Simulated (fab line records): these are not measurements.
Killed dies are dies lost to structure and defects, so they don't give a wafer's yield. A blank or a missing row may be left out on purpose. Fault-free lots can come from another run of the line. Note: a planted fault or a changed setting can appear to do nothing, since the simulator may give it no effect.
fab line records | flow berkeley_cmos170
[record] lots = 15 wafers = 45 last_day = 11
route steps=331 shown NWELL@18
lots that met no fault: from a run of the same line without faults
start_h: the number of hours between the record's first day and the start of the first shown wafer of the lot | wait_h: how many hours have passed since the lot's step before this one | " unchanged from the row above | L1.1+2: a row that stands for several wafers | - value missing, or start not given | * or withheld: withheld | < > ~ a bound
route shown NAME@n: names a module that has steps shown in the file, with the first one's number in the route | usual: mean/standard deviation of fault-free wafers | same: alike in all rows | chamber/n: place in a boat | sites: per-site readings | _std_site: the values' standard deviation | _edge_site: mean of outer sites minus mean of inner sites | radius_mm: for every site, how far away it sits from the centre of the wafer | mask NAME#n: copy n | behind: tool/chamber where the wafer was last shaped | hold: the reason the lot was held/the length of the hold in hours/how it ended | device: the transistor (n, p or np) that didn't switch | end of line: at the end of the route, the tests of the same wafers | step lacking rows: just its recipe | killed: at the first sort, the dies lost to defects and structure; wafer yield is something else | map: a wafer's dies, marking killed ones x, the rest . and places with no die _
set.NAME: the setting that was run; set.NAME@STEP: the one run at that earlier step | model.NAME: the simulator's own value behind a step, which no gauge read
the route's steps for a sample of lots (tables are steps, rows are wafers)
services: a tool's chamber out of use, with start hour (start_h, from the record's first day; less than 0 if before it), hours out, and reason
[[steps]]
[step UCB170_NWELL_CVD_04]
[recipe] material = Si3N4 target_thk_nm = 224 temp_c = 800 precursor = SiH2Cl2/NH3 time_s = 3360 pressure_mtorr = 200 sih2cl2_flow_sccm = 25 nh3_flow_sccm = 75
[usual] zone_power_source_pct = 20.7/1.4
// columns lot.wafer tool chamber start_h wait_h zone_power_source_pct
L659.3 lpcvd-02 0 25.51 0.0 22.4
L659.4 " 0 " " 22.6
L659.5 " 0 " " 22.6
L660.1 lpcvd-02 1 35.43 0.0 20.9
L660.2 " 1 " " 21.0
L660.5 " 1 " " 20.6
L660.1 lpcvd-02 1 38.02 0.7 21.5
L660.2 " 1 " " 20.9
L660.5 " 1 " " 20.5
L661.1 lpcvd-02 0 38.02 0.0 22.6
L661.3 " 0 " " 22.4
L661.5 " 0 " " 22.3
L664.1 lpcvd-02 0 53.25 0.0 22.2
L664.3 " 0 " " 22.7
L664.6 " 0 " " 22.2
L666.3 lpcvd-01 0 60.44 0.0 20.7
L666.4 " 0 " " 20.9
L666.5 " 0 " " 21.0
L666.3 lpcvd-02 0 63.61 1.2 22.2
L666.4 " 0 " " 21.9
L666.5 " 0 " " 22.5
L668.2 lpcvd-02 0 80.92 0.0 22.1
L668.4 " 0 " " 22.6
L668.5 " 0 " " 22.8
L668.2 lpcvd-02 0 83.02 0.2 22.6
L668.4 " 0 " " 22.6
L668.5 " 0 " " 22.2
L671.1 lpcvd-01 1 89.24 1.6 18.8
L671.4 " 1 " " 18.7
L671.6 " 1 " " 18.8
L672.1 lpcvd-01 1 98.82 0.0 18.6
L672.2 " 1 " " 18.9
L672.3 " 1 " " 19.0
L675.3 lpcvd-01 1 107.07 0.0 18.6
L675.4 " 1 " " 18.6
L675.5 " 1 " " 18.7
L676.1 lpcvd-01 1 117.11 0.0 18.8
L676.2 " 1 " " 18.2
L676.6 " 1 " " 18.8
L677.3 lpcvd-02 0 120.64 0.0 22.5
L677.4 " 0 " " 22.7
L677.5 " 0 " " 22.4
L678.2 lpcvd-02 1 129.33 0.0 21.0
L678.5 " 1 " " 21.1
L678.6 " 1 " " 21.3
L680.1 lpcvd-02 1 131.99 0.0 21.4
L680.3 " 1 " " 21.1
L680.6 " 1 " " 21.2
L681.1 lpcvd-01 0 139.12 0.7 20.8
L681.2 " 0 " " 21.1
L681.5 " 0 " " 20.9
L682.1 lpcvd-01 0 139.12 0.7 20.9
L682.2 " 0 " " 20.9
L682.5 " 0 " " 21.2
[step UCB170_NWELL_THK_MEAS_05]
[recipe] reads = Si3N4_of_NWELL_CVD_04
[usual] NWELL_NITRIDE_THK = 223.5/2
// columns lot.wafer tool chamber start_h wait_h NWELL_NITRIDE_THK[nm]
L659.3 film_metro-04 - 27.46 0.0 227.1
L659.4 " - " " 225.0
L659.5 " - " " 228.4
L660.1 film_metro-02 - 39.96 0.0 448.3
L660.2 " - " " 449.4
L660.5 " - " " 449.7
L661.1 film_metro-04 - 39.96 0.0 220.8
L661.3 " - " " 221.7
L661.5 " - " " 220.6
L664.1 film_metro-01 - 55.19 0.0 222.8
L664.3 " - " " 222.0
L664.6 " - " " 223.1
L666.3 film_metro-02 - 65.56 0.0 445.9
L666.4 " - " " 445.9
L666.5 " - " " 443.2
L668.2 film_metro-04 - 84.97 0.0 447.8
L668.4 " - " " 446.8
L668.5 " - " " 447.0
L671.1 film_metro-04 - 91.17 0.0 221.2
L671.4 " - " " 221.6
L671.6 " - " " 224.0
L672.1 film_metro-04 - 101.72 0.0 225.2
L672.2 " - " " 225.8
L672.3 " - " " 222.7
L675.3 film_metro-02 - 109.03 0.0 222.0
L675.4 " - " " 220.1
L675.5 " - " " 220.2
L676.1 film_metro-01 - 120.01 0.0 224.1
L676.2 " - " " 223.2
L676.6 " - " " 223.7
L677.3 film_metro-02 - 122.60 0.0 222.8
L677.4 " - " " 224.5
L677.5 " - " " 222.8
L678.2 film_metro-02 - 131.27 0.0 226.4
L678.5 " - " " 225.2
L678.6 " - " " 226.5
L680.1 film_metro-01 - 133.92 0.0 222.6
L680.3 " - " " 222.9
L680.6 " - " " 222.4
L681.1 film_metro-01 - 142.02 0.0 223.5
L681.2 " - " " 222.5
L681.5 " - " " 221.9
L682.1 film_metro-04 - 142.02 0.0 224.9
L682.2 " - " " 223.5
L682.5 " - " " 222.9
[step UCB170_NWELL_ETCH_13]
[recipe] chemistry = CH3F/Ar/O2 target = Si3N4 stop_on = SiO2 CH3F_flow_sccm = 20 Ar_flow_sccm = 50 O2_flow_sccm = 7 pressure_mtorr = 50 rf_w = 450 target_depth_a = 2464 over_etch_frac = 0.1 time_s = 154
[usual] drypump_motor_current_A = 5.8/0.4 oes_product_au = 0.940/0.016 throttle_valve_pct = 8.04/0.13
// columns lot.wafer tool chamber start_h wait_h drypump_motor_current_A oes_product_au rf_hours_counter_h throttle_valve_pct
L659.3 rie_diel-01 1 28.54 0.0 6.0 0.931 60 7.82
L659.4 " 3 " " 5.6 0.955 3 7.93
L659.5 " 1 " " 6.1 0.931 - 7.82
L660.1 rie_diel-01 0 41.18 0.3 5.2 1.022 29 8.18
L660.2 " 3 " " 5.6 1.022 3 7.93
L660.5 " 0 " " 5.2 1.016 - 8.16
L661.1 rie_diel-02 1 41.23 0.0 5.6 0.933 66 8.09
L661.3 " 2 " " 6.2 0.930 119 8.17
L661.5 " 1 " " 5.5 0.932 - 8.08
L664.1 rie_diel-02 3 57.36 0.0 6.0 0.921 38 8.10
L664.3 " 1 " " 5.6 0.936 67 8.10
L664.6 " 0 " " 5.3 0.952 - 8.06
L666.3 rie_diel-02 2 66.80 0.0 6.2 1.011 120 8.19
L666.4 " 0 " " 5.2 1.019 - 8.07
L666.5 " 1 " " 5.6 1.008 - 8.09
L668.2 rie_diel-04 2 86.24 0.0 5.5 1.011 138 8.21
L668.4 " 0 " " 6.2 0.969 90 7.86
L668.5 " 3 " " 5.5 1.039 - 8.06
L671.1 rie_diel-04 2 92.64 0.0 5.5 0.944 139 8.20
L671.4 " 0 " " 6.3 0.909 91 7.84
L671.6 " 1 " " 6.4 0.937 - 7.87
L672.1 rie_diel-04 1 102.82 0.0 6.4 0.944 16 7.85
L672.2 " 2 " " 5.5 0.947 139 8.22
L672.3 " 3 " " 5.4 0.959 46 8.05
L675.3 rie_diel-02 0 110.28 0.0 5.3 0.955 123 8.06
L675.4 " 3 " " 6.0 0.903 39 8.09
L675.5 " 3 " " 6.0 0.910 - 8.08
L676.1 rie_diel-01 0 121.46 0.0 5.2 0.946 31 8.16
L676.2 " 2 " " 6.1 0.923 1 8.09
L676.6 " 2 " " 6.1 0.929 - 8.10
L677.3 rie_diel-04 2 123.75 0.0 5.5 0.944 140 8.20
L677.4 " 3 " " 5.5 0.972 47 8.06
L677.5 " 1 " " 6.3 0.930 - 7.85
L678.2 rie_diel-02 0 133.60 0.0 5.3 0.960 124 8.05
L678.5 " 1 " " 5.6 0.942 - 8.09
L678.6 " 0 " " 5.3 0.959 - 8.06
L680.1 rie_diel-02 0 135.20 0.0 5.3 0.947 125 8.06
L680.3 " 2 " " 6.3 0.931 124 8.17
L680.6 " 1 " " 5.5 0.936 - 8.09
L681.1 rie_diel-01 0 143.99 0.0 5.3 0.950 32 8.17
L681.2 " 1 " " 6.1 0.919 63 7.80
L681.5 " 2 " " 6.1 0.926 - 8.10
L682.1 rie_diel-02 3 144.29 0.0 6.0 0.919 41 8.07
L682.2 " 1 " " 5.6 0.936 72 8.10
L682.5 " 2 " " 6.3 0.946 - 8.18
[[services]]
// columns tool chamber start_h hours kind
rie_diel-01 2 37.17 - clean
rie_diel-01 2 37.17 11.1 scheduled_down
rie_diel-01 2 37.17 11.1 vent_cycle
rie_diel-01 - 40.96 0.2 repair
rie_diel-02 3 62.97 25.6 repair
rie_diel-01 - 81.50 32.7 repair
rie_diel-02 - 123.01 2.8 pm
rie_diel-01 2 136.74 2.4 repair
[[key]]
[first_sign] step = UCB170_NWELL_CVD_04 reading = visit direction = added
[effect] step = UCB170_NWELL_THK_MEAS_05 reading = NWELL_NITRIDE_THK direction = up sigmas = 99+ usual = 223.5 struck = 447.1
[effect] step = UCB170_NWELL_ETCH_13 reading = oes_product_au direction = up sigmas = 4.6 usual = 0.940 struck = 1.013
met_at UCB170_NWELL_CVD_04
struck_lots L660,L666,L668
later_rows_left_out L660.1,L660.2,L660.5,L666.3,L666.4,L666.5,L668.2,L668.4,L668.5
sort_left_out L660.1,L660.2,L660.5,L666.3,L666.4,L666.5,L668.2,L668.4,L668.5
tester_left_out L660,L666,L668
[fault] kind = repeated_step_whole tool = lpcvd-01,lpcvd-02 chamber = - onset_h = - steps = UCB170_NWELL_CVD_04 times = 1 scope = struck_lots_only
// tester_left_out: of these lots the tester's yield and bins aren't shown, on N5 and GAA mostly nor the transistor test; their killed dies are dies lost to structure and defects alone, not to doping, threshold or leakage, so they don't give the yield
// sort_left_out: the simulated sort isn't trusted on such a fault, so these wafers' sort isn't shown, and their yield isn't known
// later_rows_left_out: the simulator's readings of these wafers behind a module that went badly wrong aren't trusted and aren't shown, but for the sort
